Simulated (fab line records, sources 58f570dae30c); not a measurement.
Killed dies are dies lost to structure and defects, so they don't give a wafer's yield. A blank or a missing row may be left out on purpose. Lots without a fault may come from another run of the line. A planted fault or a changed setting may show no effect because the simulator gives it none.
fab line records | flow berkeley_cmos170
record lots=5 wafers=15 last_day=12
route steps=331 shown NWELL@29 PWELL@34 WELLDRIVE@55 ACTIVE@60
lots that met no fault: from a run of the same line without faults
start_h: hours from the record's first day to the start of the lot's first wafer shown | wait_h: hours since the lot's step before | " the same as in the row above | L1.1+2: a row that stands for several wafers | - no value, or no start given | * or withheld: withheld | < > ~ a bound
route shown NAME@n: a module of which the file shows steps, and the number in the route of the first | usual: mean/standard deviation of fault-free wafers | same: alike in all rows | chamber/n: place in a boat | sites: the reading at each site | _std_site: their standard deviation | _edge_site: outer sites' mean less inner sites' | radius_mm: how far each site lies from the wafer's centre | mask NAME#n: copy n | behind: the tool/chamber that last shaped the wafer | hold: why the lot was held/for how many hours/how that ended | device: the transistor (n, p or np) that didn't switch | end of line: the same wafers' tests at the end of the route | a step without rows: its recipe alone | killed: dies lost to structure and defects at the first sort, not the wafer's yield | map: a wafer's dies, x killed, . not, _ none there
set.NAME: the setting as run; set.NAME@STEP: as run at that earlier step | model.NAME: the simulator's own value behind a step, which no gauge read
lots at some steps of the route; a table a step, a row a wafer
services: from which hour (start_h, from the record's first day; less than 0 if before it) a tool's chamber was out of use, for how many hours, and why
## steps
# step UCB170_NWELL_STRIP_15
# recipe chemistry=O2 power_w=400 pressure_mtorr=3500 platen_temp_c=withheld o2_flow_sccm=400 overash_fraction=0.5
# usual drypump_motor_current_A=5.3/0.62 oes_product_au=0.721/0.005 strip_time_to_endpoint_s=18.02/0.087
# columns lot.wafer tool chamber start_h wait_h drypump_motor_current_A oes_product_au rf_hours_counter_h strip_time_to_endpoint_s
L078.1 plasma_asher-04 0 55.17 0.1 5.2 0.721 29 18.10
L078.4 " 0 " " 5.2 0.717 - 18.12
L078.6 " 0 " " 5.2 0.715 - 18.19
L077.3 plasma_asher-02 0 55.48 0.1 6.7 0.718 - 17.89
L077.5 " 1 " " 5.8 0.724 - 17.93
L077.6 " 0 " " 6.6 0.721 - 17.92
L084.3 plasma_asher-04 1 83.84 0.1 5.0 0.718 - 17.91
L084.4 " 0 " " 5.2 0.712 - 17.95
L084.6 " 0 " " 5.2 0.727 - 17.86
L085.1 plasma_asher-02 0 93.08 0.1 6.7 0.727 37 17.94
L085.2 " 1 " " 5.8 0.718 37 17.98
L085.5 " 0 " " 6.7 0.726 - 18.03
L096.1 plasma_asher-03 0 147.68 0.1 4.8 0.723 45 18.03
L096.2 " 1 " " 4.8 0.723 45 17.89
L096.4 " 1 " " 4.8 0.726 - 17.96
# step UCB170_NWELL_TW_MEAS_16
# usual NWELL_TW=1240/7.1
# columns lot.wafer tool chamber start_h wait_h NWELL_TW
L078.1 film_metro-03 - 55.27 0.1 1251
L078.4 " - " " 1250
L078.6 " - " " 1249
L077.3 film_metro-04 - 55.57 0.1 1246
L077.5 " - " " 1246
L077.6 " - " " 1247
L084.3 film_metro-03 - 83.94 0.1 1242
L084.4 " - " " 1248
L084.6 " - " " 1241
L085.1 film_metro-01 - 93.18 0.1 1234
L085.2 " - " " 1234
L085.5 " - " " 1233
L096.1 film_metro-03 - 147.78 0.1 1246
L096.2 " - " " 1250
L096.4 " - " " 1247
# step UCB170_NWELL_CLEAN_17
# recipe chemistry=SPM temp_c=120 time_s=600
# same time_s=600
# columns lot.wafer tool chamber start_h wait_h
L078.1+4+6 wet_bench-04 0 55.33 0.1
L077.3+5+6 wet_bench-04 3 55.61 0.0
L084.3+4+6 wet_bench-02 2 86.78 2.8
L085.1+2+5 wet_bench-02 3 93.24 0.1
L096.1+2+4 wet_bench-01 1 147.92 0.1
# step UCB170_NWELL_WET_ETCH_18
# recipe chemistry=H3PO4 target=Si3N4 temp_c=160 time_s=14400
# same time_s=14400
# columns lot.wafer tool chamber start_h wait_h
L078.1+4+6 wet_bench-01 0 55.51 0.0
L077.3+5+6 wet_bench-04 1 55.78 0.0
L084.3+4+6 wet_bench-02 1 87.13 0.2
L085.1+2+5 wet_bench-01 3 93.41 0.0
L096.1+2+4 wet_bench-01 3 148.11 0.0
# step UCB170_NWELL_WET_ETCH_19
# recipe chemistry=BOE dilution=5:1 target=SiO2 temp_c=25 time_s=22
# same time_s=22
# columns lot.wafer tool chamber start_h wait_h
L078.1+4+6 wet_bench-02 0 59.52 0.0
L077.3+5+6 wet_bench-02 3 59.79 0.0
L084.3+4+6 wet_bench-01 1 91.14 0.0
L085.1+2+5 wet_bench-01 1 101.43 0.0
L096.1+2+4 wet_bench-01 3 152.74 0.3
# step UCB170_PWELL_CLEAN_00
# recipe chemistry=SPM temp_c=120 time_s=600
# same time_s=600
# columns lot.wafer tool chamber start_h wait_h
L078.1+4+6 wet_bench-01 3 59.53 0.0
L077.3+5+6 wet_bench-04 1 59.80 0.0
L084.3+4+6 wet_bench-02 0 91.17 0.0
L085.1+2+5 wet_bench-01 2 101.46 0.0
L096.1+2+4 wet_bench-01 0 152.76 0.0
# step UCB170_PWELL_CLEAN_01
# recipe chemistry=dHF dilution=25:1 time_s=60
# same time_s=60
# columns lot.wafer tool chamber start_h wait_h
L078.1+4+6 wet_bench-02 3 59.70 0.0
L077.3+5+6 wet_bench-01 1 59.98 0.0
L084.3+4+6 wet_bench-01 2 91.34 0.0
L085.1+2+5 wet_bench-04 0 101.84 0.0
L096.1+2+4 wet_bench-01 1 152.95 0.0
# step UCB170_PWELL_OXIDATION_02
# recipe temp_c=1000 ambient=O2 target_thk_a=264 ox_time_s=1260
# columns lot.wafer tool chamber start_h wait_h
L077.3+5+6 furnace-02 0 61.23 1.2
L078.1+4+6 furnace-02 0 61.23 1.5
L084.3+4+6 furnace-04 0 96.47 5.1
L085.1+2+5 furnace-02 0 103.72 1.9
L096.1+2+4 furnace-02 0 158.99 6.0
# step UCB170_PWELL_THK_MEAS_03
# recipe reads=SiO2_of_PWELL_OXIDATION_02
# usual PWELL_OXIDE_THK=26.4/0.49
# columns lot.wafer tool chamber start_h wait_h PWELL_OXIDE_THK[nm]
L078.1 film_metro-02 - 62.58 0.0 26.2
L078.4 " - " " 26.2
L078.6 " - " " 26.2
L077.3 film_metro-04 - 62.62 0.0 26.5
L077.5 " - " " 26.7
L077.6 " - " " 27.1
L084.3 film_metro-03 - 97.84 0.0 26.7
L084.4 " - " " 26.1
L084.6 " - " " 26.5
L085.1 film_metro-03 - 105.07 0.0 26.4
L085.2 " - " " 26.2
L085.5 " - " " 26.5
L096.1 film_metro-02 - 160.34 0.0 26.8
L096.2 " - " " 26.6
L096.4 " - " " 26.4
# step UCB170_PWELL_ANNEAL_04
# recipe temp_c=1000 time_s=900 ambient=N2
# same time_s=900
# columns lot.wafer tool chamber start_h wait_h
L077.3+5+6 furnace-01 0 67.01 4.4
L078.1+4+6 furnace-01 0 67.01 4.4
L084.3+4+6 furnace-04 0 103.32 5.5
L085.1+2+5 furnace-01 0 108.98 3.9
L096.1+2+4 furnace-04 0 165.40 5.0
# step UCB170_PWELL_CVD_05
# recipe material=Si3N4 target_thk_nm=220 temp_c=800 precursor=SiH2Cl2/NH3 time_s=3300 pressure_mtorr=200 sih2cl2_flow_sccm=25 nh3_flow_sccm=75
# same time_s=3300
# columns lot.wafer tool chamber start_h wait_h
L077.3+5+6 lpcvd-02 0 69.79 1.5
L078.1+4+6 lpcvd-02 0 69.79 1.5
L084.3+4+6 lpcvd-02 1 105.86 1.3
L085.1+2+5 lpcvd-02 1 110.23 0.0
L096.1+2+4 lpcvd-01 1 166.65 0.0
# step UCB170_PWELL_THK_MEAS_06
# recipe reads=Si3N4_of_PWELL_CVD_05
# usual PWELL_NITRIDE_THK=218.9/1.9
# columns lot.wafer tool chamber start_h wait_h PWELL_NITRIDE_THK[nm]
L078.1 film_metro-04 - 71.72 0.0 218.5
L078.4 " - " " 216.9
L078.6 " - " " 218.0
L077.3 film_metro-02 - 71.72 0.0 224.1
L077.5 " - " " 224.9
L077.6 " - " " 225.7
L084.3 film_metro-02 - 107.80 0.0 218.7
L084.4 " - " " 216.0
L084.6 " - " " 218.5
L085.1 film_metro-02 - 112.15 0.0 218.8
L085.2 " - " " 218.7
L085.5 " - " " 218.1
L096.1 film_metro-02 - 168.56 0.0 222.6
L096.2 " - " " 221.5
L096.4 " - " " 220.1
# step UCB170_PWELL_HMDS_07
# recipe prime_time_s=60 prime_temp_c=100
# columns lot.wafer tool chamber start_h wait_h
L077.3+5+6 litho_track-04 0 71.81 0.1
L078.1+4+6 litho_track-01 0 72.15 0.4
L084.3+4+6 litho_track-04 0 108.06 0.3
L085.1+2+5 litho_track-01 0 112.21 0.1
L096.1+2+4 litho_track-01 0 168.67 0.1
# step UCB170_PWELL_COAT_08
# recipe resist=KrF spin_rpm=1500 resist_thk_nm=900
# columns lot.wafer tool chamber start_h wait_h
L077.3+5+6 litho_track-04 0 71.96 0.1
L078.1+4+6 litho_track-01 0 72.30 0.1
L084.3+4+6 litho_track-04 0 108.21 0.1
L085.1+2+5 litho_track-01 0 112.36 0.1
L096.1+2+4 litho_track-01 0 168.82 0.1
# step UCB170_PWELL_SOFTBAKE_09
# recipe resist=KrF temp_c=130 time_s=60
# same time_s=60
# columns lot.wafer tool chamber start_h wait_h
L077.3+5+6 litho_track-04 0 72.11 0.1
L078.1+4+6 litho_track-01 0 72.45 0.1
L084.3+4+6 litho_track-04 0 108.36 0.1
L085.1+2+5 litho_track-01 0 112.51 0.1
L096.1+2+4 litho_track-01 0 168.97 0.1
# step UCB170_PWELL_EXPOSE_10
# recipe mask_id=PWELL target_cd_nm=3000 na=0.5 sigma_outer=0.6 source_shape=conventional dose_mj=19
# usual focus_offset_nm=-0.1/0.54
# columns lot.wafer tool chamber start_h wait_h mask focus_offset_nm
L077.3 krf_scanner-01 0 72.49 0.4 PWELL#0 0.6
L077.5 " 0 " " PWELL#0 -0.2
L077.6 " 0 " " PWELL#0 0.0
L078.1 krf_scanner-02 0 72.73 0.2 PWELL#0 -1.0
L078.4 " 0 " " PWELL#0 -0.1
L078.6 " 0 " " PWELL#0 -0.1
L084.3 krf_scanner-02 0 108.50 0.1 PWELL#0 0.5
L084.4 " 0 " " PWELL#0 0.4
L084.6 " 0 " " PWELL#0 -0.2
L085.1 krf_scanner-02 0 112.66 0.1 PWELL#0 1.4
L085.2 " 0 " " PWELL#0 0.0
L085.5 " 0 " " PWELL#0 -0.4
L096.1 krf_scanner-02 0 169.32 0.3 PWELL#0 0.8
L096.2 " 0 " " PWELL#0 1.1
L096.4 " 0 " " PWELL#0 1.3
# step UCB170_PWELL_PEB_11
# recipe peb_temp_c=130 peb_time_s=withheld resist=KrF
# columns lot.wafer tool chamber start_h wait_h
L077.3+5+6 litho_track-01 0 72.65 0.1
L078.1+4+6 litho_track-04 0 72.94 0.2
L084.3+4+6 litho_track-04 0 108.96 0.4
L085.1+2+5 litho_track-03 0 112.77 0.1
L096.1+2+4 litho_track-01 0 169.43 0.1
# step UCB170_PWELL_DEVELOP_12
# recipe developer=TMAH develop_time_s=45 resist=KrF dev_temp_c=21
# columns lot.wafer tool chamber start_h wait_h
L077.3+5+6 litho_track-01 0 - -
L078.1+4+6 litho_track-04 0 - -
L084.3+4+6 litho_track-04 0 - -
L085.1+2+5 litho_track-03 0 - -
L096.1+2+4 litho_track-01 0 - -
# step UCB170_PWELL_OVL_MEAS_13
# usual PWELL_OVL=-5/5
# columns lot.wafer tool chamber start_h wait_h PWELL_OVL[nm]
L077.3 overlay-02 - 72.89 - -10
L077.5 " - " " -10
L077.6 " - " " -4
L078.1 overlay-01 - 73.21 - -3
L078.4 " - " " -10
L078.6 " - " " -4
L084.3 overlay-01 - 109.20 - -4
L084.4 " - " " -1
L084.6 " - " " 3
L085.1 overlay-01 - 113.05 - -5
L085.2 " - " " -12
L085.5 " - " " -9
L096.1 overlay-01 - 169.71 - 1
L096.2 " - " " -7
L096.4 " - " " -5
# step UCB170_PWELL_ETCH_14
# recipe chemistry=CH3F/Ar/O2 target=Si3N4 stop_on=SiO2 CH3F_flow_sccm=20 Ar_flow_sccm=50 O2_flow_sccm=7 pressure_mtorr=50 rf_w=450 target_depth_a=2420 over_etch_frac=0.1 time_s=151
# usual drypump_motor_current_A=5.7/0.48 oes_product_au=0.937/0.017 throttle_valve_pct=8.02/0.09
# same time_s=151
# columns lot.wafer tool chamber start_h wait_h drypump_motor_current_A oes_product_au rf_hours_counter_h throttle_valve_pct
L077.3 rie_diel-04 2 72.91 0.0 5.8 0.925 42 7.92
L077.5 " 2 " " 5.8 0.931 - 7.92
L077.6 " 1 " " 6.4 0.954 - 7.97
L078.1 rie_diel-02 1 73.25 0.0 5.1 0.919 86 8.06
L078.4 " 2 " " 5.2 0.954 - 8.11
L078.6 " 1 " " 5.1 0.915 - 8.07
L084.3 rie_diel-02 0 109.22 0.0 5.3 0.956 74 7.88
L084.4 " 2 " " 5.3 0.950 76 8.12
L084.6 " 2 " " 5.3 0.958 - 8.13
L085.1 rie_diel-04 3 113.08 0.0 5.6 0.917 96 8.05
L085.2 " 2 " " 5.8 0.909 44 7.93
L085.5 " 2 " " 5.8 0.909 - 7.93
L096.1 rie_diel-04 3 169.74 0.0 5.6 0.934 98 8.06
L096.2 " 0 " " 5.1 0.937 2 7.94
L096.4 " 1 " " 6.4 0.940 17 7.96
# step UCB170_PWELL_IMPLANT_15
# recipe species=B dose_cm2=5e+12 energy_kev=59.61 tilt_deg=7
# columns lot.wafer tool chamber start_h wait_h
L077.3+5+6 implanter-03 0 73.06 0.1
L078.1+4+6 implanter-02 0 73.35 0.1
L084.3+4+6 implanter-03 0 109.37 0.1
L085.1+2+5 implanter-03 0 113.18 0.1
L096.1+2+4 implanter-03 0 169.84 0.1
# step UCB170_PWELL_STRIP_16
# recipe chemistry=O2 power_w=400 pressure_mtorr=3500 platen_temp_c=withheld o2_flow_sccm=400 overash_fraction=0.5
# usual drypump_motor_current_A=5.4/0.54 oes_product_au=0.721/0.0048 strip_time_to_endpoint_s=18.07/0.089
# columns lot.wafer tool chamber start_h wait_h drypump_motor_current_A oes_product_au rf_hours_counter_h strip_time_to_endpoint_s
L077.3 plasma_asher-03 1 73.20 0.1 4.8 0.719 - 18.09
L077.5 " 0 " " 4.8 0.720 - 18.14
L077.6 " 1 " " 4.8 0.721 - 18.08
L078.1 plasma_asher-01 0 73.50 0.1 6.2 0.717 28 18.16
L078.4 " 0 " " 6.2 0.724 - 18.15
L078.6 " 1 " " 6.0 0.727 - 18.09
L084.3 plasma_asher-01 0 109.51 0.1 6.2 0.718 - 18.09
L084.4 " 1 " " 6.0 0.716 - 18.06
L084.6 " 1 " " 6.0 0.727 - 18.10
L085.1 plasma_asher-01 0 113.33 0.1 6.2 0.709 32 18.14
L085.2 " 1 " " 6.0 0.722 32 18.13
L085.5 " 0 " " 6.2 0.717 - 18.03
L096.1 plasma_asher-04 1 169.99 0.1 5.1 0.725 41 17.99
L096.2 " 0 " " 5.2 0.729 41 18.01
L096.4 " 0 " " 5.2 0.722 - 18.02
# step UCB170_PWELL_TW_MEAS_17
# usual PWELL_TW=378.1/1.8
# columns lot.wafer tool chamber start_h wait_h PWELL_TW
L077.3 film_metro-03 - 73.28 0.1 377.1
L077.5 " - " " 379.8
L077.6 " - " " 376.8
L078.1 film_metro-04 - 73.60 0.1 377.4
L078.4 " - " " 376.9
L078.6 " - " " 378.9
L084.3 film_metro-04 - 109.59 0.1 378.5
L084.4 " - " " 377.9
L084.6 " - " " 376.2
L085.1 film_metro-02 - 113.43 0.1 380.5
L085.2 " - " " 382.1
L085.5 " - " " 382.4
L096.1 film_metro-02 - 170.09 0.1 381.7
L096.2 " - " " 382.0
L096.4 " - " " 381.2
# step UCB170_PWELL_CLEAN_18
# recipe chemistry=SPM temp_c=120 time_s=600
# same time_s=600
# columns lot.wafer tool chamber start_h wait_h
L077.3+5+6 wet_bench-01 3 73.32 0.0
L078.1+4+6 wet_bench-01 0 73.66 0.1
L084.3+4+6 wet_bench-02 3 109.63 0.0
L085.1+2+5 wet_bench-02 2 114.27 0.8
L096.1+2+4 wet_bench-01 0 171.17 1.1
# step UCB170_PWELL_WET_ETCH_19
# recipe chemistry=H3PO4 target=Si3N4 temp_c=160 time_s=14400
# same time_s=14400
# columns lot.wafer tool chamber start_h wait_h
L077.3+5+6 wet_bench-02 2 73.50 0.0
L078.1+4+6 wet_bench-01 2 73.90 0.1
L084.3+4+6 wet_bench-01 2 109.81 0.0
L085.1+2+5 wet_bench-02 1 114.62 0.2
L096.1+2+4 wet_bench-04 0 171.68 0.1
# step UCB170_PWELL_WET_ETCH_20
# recipe chemistry=BOE dilution=5:1 target=SiO2 temp_c=25 time_s=22
# same time_s=22
# columns lot.wafer tool chamber start_h wait_h
L077.3+5+6 wet_bench-02 0 77.93 0.1
L078.1+4+6 wet_bench-02 2 77.93 0.0
L084.3+4+6 wet_bench-01 0 114.36 0.2
L085.1+2+5 wet_bench-02 2 118.86 0.2
L096.1+2+4 wet_bench-01 1 175.69 0.0
# step UCB170_WELLDRIVE_CLEAN_00
# recipe chemistry=SPM temp_c=120 time_s=600
# same time_s=600
# columns lot.wafer tool chamber start_h wait_h
L077.3+5+6 wet_bench-02 2 77.96 0.0
L078.1+4+6 wet_bench-02 3 77.96 0.0
L084.3+4+6 wet_bench-02 3 114.44 0.1
L085.1+2+5 wet_bench-01 1 119.33 0.5
L096.1+2+4 wet_bench-04 3 175.72 0.0
# step UCB170_WELLDRIVE_OXIDATION_01
# recipe temp_c=1100 ambient=O2 target_thk_a=1990 ox_time_s=9000
# columns lot.wafer tool chamber start_h wait_h
L077.3+5+6 furnace-02 0 79.93 1.8
L078.1+4+6 furnace-02 0 79.93 1.8
L084.3+4+6 furnace-01 0 120.76 6.1
L085.1+2+5 furnace-01 0 120.76 1.2
L096.1+2+4 furnace-01 0 179.68 3.8
# step UCB170_WELLDRIVE_THK_MEAS_02
# recipe reads=SiO2_of_WELLDRIVE_OXIDATION_01
# usual WELLDRIVE_OXIDE_THK=197/3.9
# columns lot.wafer tool chamber start_h wait_h WELLDRIVE_OXIDE_THK[nm]
L077.3 film_metro-03 - 83.45 0.0 197
L077.5 " - " " 199
L077.6 " - " " 198
L078.1 film_metro-02 - 83.49 0.1 206
L078.4 " - " " 199
L078.6 " - " " 199
L084.3 film_metro-02 - 124.28 0.0 196
L084.4 " - " " 196
L084.6 " - " " 198
L085.1 film_metro-02 - 124.32 0.1 196
L085.2 " - " " 195
L085.5 " - " " 194
L096.1 film_metro-02 - 183.18 0.0 195
L096.2 " - " " 195
L096.4 " - " " 196
# step UCB170_WELLDRIVE_ANNEAL_03
# recipe temp_c=1100 time_s=900 ambient=N2
# same time_s=900
# columns lot.wafer tool chamber start_h wait_h
L077.3+5+6 furnace-04 0 88.28 4.8
L078.1+4+6 furnace-04 0 88.28 4.8
L084.3+4+6 furnace-01 0 127.10 2.8
L085.1+2+5 furnace-01 0 127.10 2.8
L096.1+2+4 furnace-04 0 183.78 0.6
# step UCB170_WELLDRIVE_WET_ETCH_04
# recipe chemistry=BOE dilution=5:1 target=SiO2 temp_c=25 time_s=120
# same time_s=120
# columns lot.wafer tool chamber start_h wait_h
L077.3+5+6 wet_bench-04 1 89.57 0.0
L078.1+4+6 wet_bench-04 2 89.57 0.0
L084.3+4+6 wet_bench-01 3 128.87 0.5
L085.1+2+5 wet_bench-01 1 128.87 0.5
L096.1+2+4 wet_bench-01 2 185.29 0.3
# step UCB170_ACTIVE_CLEAN_00
# recipe chemistry=SPM temp_c=120 time_s=600
# same time_s=600
# columns lot.wafer tool chamber start_h wait_h
L077.3+5+6 wet_bench-04 2 89.61 0.0
L078.1+4+6 wet_bench-04 2 89.61 0.0
L084.3+4+6 wet_bench-01 0 129.09 0.2
L085.1+2+5 wet_bench-01 0 129.09 0.2
L096.1+2+4 wet_bench-01 3 185.53 0.2
# step UCB170_ACTIVE_CLEAN_01
# recipe chemistry=dHF dilution=25:1 time_s=60
# same time_s=60
# columns lot.wafer tool chamber start_h wait_h
L077.3+5+6 wet_bench-01 1 89.86 0.1
L078.1+4+6 wet_bench-01 0 89.86 0.1
L084.3+4+6 wet_bench-02 0 132.08 2.8
L085.1+2+5 wet_bench-02 3 132.08 2.8
L096.1+2+4 wet_bench-01 2 185.73 0.0
# step UCB170_ACTIVE_OXIDATION_02
# recipe temp_c=1000 ambient=O2 target_thk_a=264 ox_time_s=1260
# columns lot.wafer tool chamber start_h wait_h
L077.3+5+6 furnace-02 0 93.87 4.0
L078.1+4+6 furnace-02 0 93.87 4.0
L084.3+4+6 furnace-01 0 135.03 2.9
L085.1+2+5 furnace-01 0 135.03 2.9
L096.1+2+4 furnace-02 0 188.89 3.1
# step UCB170_ACTIVE_THK_MEAS_03
# recipe reads=SiO2_of_ACTIVE_OXIDATION_02
# usual ACTIVE_OXIDE_THK=26.7/0.53
# columns lot.wafer tool chamber start_h wait_h ACTIVE_OXIDE_THK[nm]
L078.1 film_metro-04 - 95.22 0.0 26.5
L078.4 " - " " 26.9
L078.6 " - " " 26.7
L077.3 film_metro-01 - 95.24 0.0 25.9
L077.5 " - " " 26.2
L077.6 " - " " 25.7
L084.3 film_metro-01 - 136.40 0.0 26.7
L084.4 " - " " 26.7
L084.6 " - " " 26.9
L085.1 film_metro-04 - 136.44 0.1 26.3
L085.2 " - " " 25.9
L085.5 " - " " 26.7
L096.1 film_metro-02 - 190.30 0.1 26.7
L096.2 " - " " 26.9
L096.4 " - " " 26.8
# step UCB170_ACTIVE_ANNEAL_04
# recipe temp_c=1000 time_s=900 ambient=N2
# same time_s=900
# columns lot.wafer tool chamber start_h wait_h
L077.3+5+6 furnace-02 0 101.13 5.9
L078.1+4+6 furnace-02 0 101.13 5.9
L084.3+4+6 furnace-04 0 139.30 2.9
L085.1+2+5 furnace-04 0 139.30 2.8
L096.1+2+4 furnace-04 0 191.95 1.6
# step UCB170_ACTIVE_CVD_05
# recipe material=Si3N4 target_thk_nm=220 temp_c=800 precursor=SiH2Cl2/NH3 time_s=3300 pressure_mtorr=200 sih2cl2_flow_sccm=25 nh3_flow_sccm=75
# same time_s=3300
# columns lot.wafer tool chamber start_h wait_h
L077.3+5+6 lpcvd-02 1 102.38 0.0
L078.1+4+6 lpcvd-02 0 102.38 0.0
L084.3+4+6 lpcvd-02 0 141.28 0.7
L085.1+2+5 lpcvd-02 1 141.28 0.7
L096.1+2+4 lpcvd-02 1 193.60 0.4
# step UCB170_ACTIVE_THK_MEAS_06
# recipe reads=Si3N4_of_ACTIVE_CVD_05
# usual ACTIVE_NITRIDE_THK=218.5/2.4
# columns lot.wafer tool chamber start_h wait_h ACTIVE_NITRIDE_THK[nm]
L078.1 film_metro-02 - 104.30 0.0 215.9
L078.4 " - " " 213.7
L078.6 " - " " 214.9
L077.3 film_metro-01 - 104.38 0.1 219.3
L077.5 " - " " 221.4
L077.6 " - " " 220.2
L085.1 film_metro-04 - 143.20 0.0 218.6
L085.2 " - " " 217.8
L085.5 " - " " 217.4
L084.3 film_metro-02 - 143.28 0.1 219.3
L084.4 " - " " 217.7
L084.6 " - " " 218.1
L096.1 film_metro-04 - 195.51 0.0 217.3
L096.2 " - " " 218.3
L096.4 " - " " 218.9
# step UCB170_ACTIVE_HMDS_07
# recipe prime_time_s=60 prime_temp_c=100
# columns lot.wafer tool chamber start_h wait_h
L078.1+4+6 litho_track-01 0 104.36 0.1
L077.3+5+6 litho_track-02 0 104.73 0.3
L085.1+2+5 litho_track-01 0 143.76 0.6
L084.3+4+6 litho_track-04 0 144.21 0.9
L096.1+2+4 litho_track-01 0 195.80 0.3
# step UCB170_ACTIVE_COAT_08
# recipe resist=KrF spin_rpm=1500 resist_thk_nm=885.7
# columns lot.wafer tool chamber start_h wait_h
L078.1+4+6 litho_track-01 0 104.51 0.1
L077.3+5+6 litho_track-02 0 104.88 0.1
L085.1+2+5 litho_track-01 0 143.91 0.1
L084.3+4+6 litho_track-04 0 144.36 0.1
L096.1+2+4 litho_track-01 0 195.95 0.1
# step UCB170_ACTIVE_SOFTBAKE_09
# recipe resist=KrF temp_c=130 time_s=60
# same time_s=60
# columns lot.wafer tool chamber start_h wait_h
L078.1+4+6 litho_track-01 0 104.66 0.1
L077.3+5+6 litho_track-02 0 105.03 0.1
L085.1+2+5 litho_track-01 0 144.06 0.1
L084.3+4+6 litho_track-04 0 144.51 0.1
L096.1+2+4 litho_track-01 0 196.10 0.1
# step UCB170_ACTIVE_EXPOSE_10
# recipe mask_id=ACTIVE target_cd_nm=1200 na=0.5 sigma_outer=0.6 source_shape=conventional dose_mj=20
# usual focus_offset_nm=0.0/0.53
# columns lot.wafer tool chamber start_h wait_h mask focus_offset_nm
L078.1 krf_scanner-02 0 104.93 0.2 ACTIVE#0 -0.4
L078.4 " 0 " " ACTIVE#0 0.7
L078.6 " 0 " " ACTIVE#0 -0.2
L077.3 krf_scanner-02 0 105.17 0.1 ACTIVE#0 0.1
L077.5 " 0 " " ACTIVE#0 -0.7
L077.6 " 0 " " ACTIVE#0 0.5
L085.1 krf_scanner-02 0 144.49 0.4 ACTIVE#0 -0.3
L085.2 " 0 " " ACTIVE#0 -0.4
L085.5 " 0 " " ACTIVE#0 -0.1
L084.3 krf_scanner-02 0 144.76 0.2 ACTIVE#0 0.1
L084.4 " 0 " " ACTIVE#0 -0.3
L084.6 " 0 " " ACTIVE#0 0.0
L096.1 krf_scanner-02 0 196.25 0.1 ACTIVE#0 0.0
L096.2 " 0 " " ACTIVE#0 -0.4
L096.4 " 0 " " ACTIVE#0 0.0
# step UCB170_ACTIVE_PEB_11
# recipe peb_temp_c=130 peb_time_s=withheld resist=KrF
# columns lot.wafer tool chamber start_h wait_h
L078.1+4+6 litho_track-04 0 105.08 0.1
L077.3+5+6 litho_track-02 0 105.30 0.1
L085.1+2+5 litho_track-01 0 145.39 0.9
L084.3+4+6 litho_track-04 0 145.83 1.0
L096.1+2+4 litho_track-04 0 196.70 0.4
# step UCB170_ACTIVE_DEVELOP_12
# recipe developer=TMAH develop_time_s=45 resist=KrF dev_temp_c=21
# columns lot.wafer tool chamber start_h wait_h
L078.1+4+6 litho_track-04 0 - -
L077.3+5+6 litho_track-02 0 - -
L085.1+2+5 litho_track-01 0 - -
L084.3+4+6 litho_track-04 0 - -
L096.1+2+4 litho_track-04 0 - -
# step UCB170_ACTIVE_CD_MEAS_13
# recipe target_cd_nm=1200
# usual cd_nm=1200.6/1.9
# columns lot.wafer tool chamber start_h wait_h cd_nm
L078.1 cd_sem-01 - 105.36 - 1200.9
L078.4 " - " " 1201.3
L078.6 " - " " 1202.4
L077.3 cd_sem-01 - 105.56 - 1203.2
L077.5 " - " " 1204.4
L077.6 " - " " 1203.1
L085.1 cd_sem-02 - 145.66 - 1200.8
L085.2 " - " " 1200.3
L085.5 " - " " 1198.4
L084.3 cd_sem-02 - 146.12 - 1200.4
L084.4 " - " " 1198.9
L084.6 " - " " 1199.2
L096.1 cd_sem-02 - 197.08 - 1196.1
L096.2 " - " " 1195.9
L096.4 " - " " 1197.1
# step UCB170_ACTIVE_OVL_MEAS_14
# usual ACTIVE_OVL=1/5.3
# columns lot.wafer tool chamber start_h wait_h ACTIVE_OVL[nm]
L078.1 overlay-01 - 105.48 0.1 0
L078.4 " - " " 1
L078.6 " - " " -2
L077.3 overlay-02 - 105.65 0.1 1
L077.5 " - " " 6
L077.6 " - " " 4
L085.1 overlay-02 - 145.78 0.1 9
L085.2 " - " " 6
L085.5 " - " " 8
L084.3 overlay-01 - 146.21 0.1 -4
L084.4 " - " " 3
L084.6 " - " " -1
L096.1 overlay-02 - 197.20 0.1 -6
L096.2 " - " " 0
L096.4 " - " " -7
# step UCB170_ACTIVE_ETCH_15
# recipe chemistry=CH3F/Ar/O2 target=Si3N4 stop_on=SiO2 CH3F_flow_sccm=20 Ar_flow_sccm=50 O2_flow_sccm=7 pressure_mtorr=50 rf_w=450 target_depth_a=2420 over_etch_frac=0.1 time_s=151
# usual drypump_motor_current_A=5.7/0.55 oes_product_au=0.934/0.017 throttle_valve_pct=8.02/0.11
# same time_s=151
# columns lot.wafer tool chamber start_h wait_h drypump_motor_current_A oes_product_au rf_hours_counter_h throttle_valve_pct
L078.1 rie_diel-01 2 105.52 0.0 4.8 0.943 148 8.26
L078.4 " 0 " " 5.8 0.938 18 8.01
L078.6 " 0 " " 5.8 0.935 - 8.01
L077.3 rie_diel-04 2 105.68 0.0 5.8 0.909 44 7.93
L077.5 " 3 " " 5.6 0.918 - 8.03
L077.6 " 0 " " 5.1 0.920 - 7.93
L085.1 rie_diel-03 1 145.82 0.0 5.4 0.939 19 8.00
L085.2 " 2 " " 6.2 0.917 20 7.97
L085.5 " 1 " " 5.4 0.932 - 8.01
L084.3 rie_diel-04 3 146.24 0.0 5.6 0.923 97 8.04
L084.4 " 2 " " 5.8 0.916 45 7.92
L084.6 " 1 " " 6.4 0.938 - 7.95
L096.1 rie_diel-03 1 197.24 0.0 5.4 0.926 22 8.01
L096.2 " 3 " " 6.3 0.954 9 8.19
L096.4 " 0 " " 6.1 0.945 2 8.07
## services
# columns tool chamber start_h hours kind
krf_scanner-02 - 32.13 0.8 pm
krf_scanner-02 - 44.10 4.4 pm
rie_diel-03 1 46.59 2.4 repair
rie_diel-03 3 46.97 5.3 repair
krf_scanner-02 - 48.88 4.0 pm
krf_scanner-02 - 53.51 1.3 repair
lpcvd-02 - 53.84 1.4 repair
krf_scanner-02 - 55.41 0.5 repair
rie_diel-02 3 60.92 16.8 repair
rie_diel-03 1 63.01 8.0 repair
rie_diel-03 2 69.09 7.4 repair
plasma_asher-04 - 91.28 2.8 pm
plasma_asher-01 - 96.27 8.5 repair
wet_bench-04 - 106.95 60.1 pm
krf_scanner-02 - 116.48 5.6 repair
krf_scanner-02 - 131.60 1.3 pm
furnace-02 - 150.99 4.8 pm
krf_scanner-02 - 152.03 1.0 pm
furnace-01 - 163.77 3.2 pm
wet_bench-02 - 170.18 1.6 repair
rie_diel-04 2 178.08 5.1 repair
plasma_asher-04 - 178.22 1.9 repair
wet_bench-04 - 179.74 63.9 repair
implanter-03 - 186.06 4.1 repair
## key
fault none
